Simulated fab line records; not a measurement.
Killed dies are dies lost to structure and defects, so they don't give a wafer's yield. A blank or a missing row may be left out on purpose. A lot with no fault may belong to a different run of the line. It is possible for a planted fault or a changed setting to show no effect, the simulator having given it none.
2 desks looking at one fault :: flow rit cmos :: each desk holds nothing but its own numbers, with what lay behind them at the end

== METROLOGY DESK ==
Means of the sampled wafers that have a number, per lot and without regard to the tool the lot ran on: this is what the gauges read. The brackets show how far a lot's mean lies from the usual mean; more than 4 standard deviations puts the lot out of limits, marked OUT.
Columns: A = M1_AL_RS at RIT_M1_RS_MEAS_01, usual 0.0734 ohm/sq; B = M1_AL_THK at RIT_M1_THK_MEAS_02, usual 397 nm
lot: L203
first seen here: day 3 04:31
A: 0.0732
B: 398

lot: L204
first seen here: day 3 09:25
A: 0.0737
B: 395

lot: L205
first seen here: day 3 15:49
A: 0.0729
B: 399

lot: L206
first seen here: day 3 20:52
A: 0.0733
B: 398

lot: L207
first seen here: day 4 02:31
A: 0.0719
B: 406

lot: L208
first seen here: day 4 07:12
A: 0.0738
B: 395

lot: L209
first seen here: day 4 10:16
A: 0.0736
B: 394

lot: L211
first seen here: day 4 21:56
A: 0.0726
B: 402

lot: L212
first seen here: day 5 02:38
A: 0.1014 (+37) OUT
B: 292 (-21) OUT

lot: L214
first seen here: day 5 11:49
A: 0.1024 (+39) OUT
B: 286 (-23) OUT

lot: L215
first seen here: day 5 17:52
A: 0.0739
B: 395

lot: L222
first seen here: day 7 09:53
A: 0.0733
B: 396

lot: L224
first seen here: day 7 17:44
A: 0.0731
B: 401

lot: L226
first seen here: day 8 02:37
A: 0.0726
B: 406
This desk finds L212, L214 out of limits, with the earliest case on L212 at day 5 02:38 (M1_AL_RS at RIT_M1_RS_MEAS_01). L203, L204, L205, L206, L207, L208, L209, L211, L215, L222, L224, L226 stayed within limits.

== THE TOOL OWNER'S DESK: pvd sputter-04 ==
The tool's own readings at RIT_M1_SPUTTER_00 (material Al, target thk 400 nm, time 500 s): means of the sampled wafers that have a number, for each lot that ran on this tool. The brackets show how far a lot's mean lies from the usual mean; more than 4 standard deviations puts the lot out of limits, marked OUT.
Columns: A = substrate temp c at RIT_M1_SPUTTER_00, usual 25.01 C; B = throttle valve pct at RIT_M1_SPUTTER_00, usual 29.7 %
lot: L203
first seen here: day 3 04:13
A: 25.14
B: 29.5

lot: L204
first seen here: day 3 09:05
A: 24.92
B: 29.8

lot: L206
first seen here: day 3 20:34
A: 24.90
B: 29.8

lot: L207
first seen here: day 4 02:13
A: 24.86
B: 29.7

lot: L209
first seen here: day 4 09:59
A: 24.91
B: 29.8

lot: L212
first seen here: day 5 02:20
A: 24.95
B: 29.9

lot: L214
first seen here: day 5 11:31
A: 25.08
B: 29.3
Finding of this desk: none of the 7 lots has anything out of limits.

== PUT TOGETHER ==
At day 5 02:38 the metrology desk could have sounded an alarm, on L212, L214.
The tool owner's desk saw nothing out of limits.
On record at the tool owner's desk: L212, L214, within its limits.
Every lot named ran RIT_M1_SPUTTER_00 on pvd sputter-04.

== WHAT THE SIMULATOR HAD INSERTED ==
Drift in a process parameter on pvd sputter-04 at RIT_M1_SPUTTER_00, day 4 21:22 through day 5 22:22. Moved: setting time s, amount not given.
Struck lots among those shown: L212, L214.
Time in hours between the start of the fault and the first out-of-limits reading at each desk: metrology desk, 5.
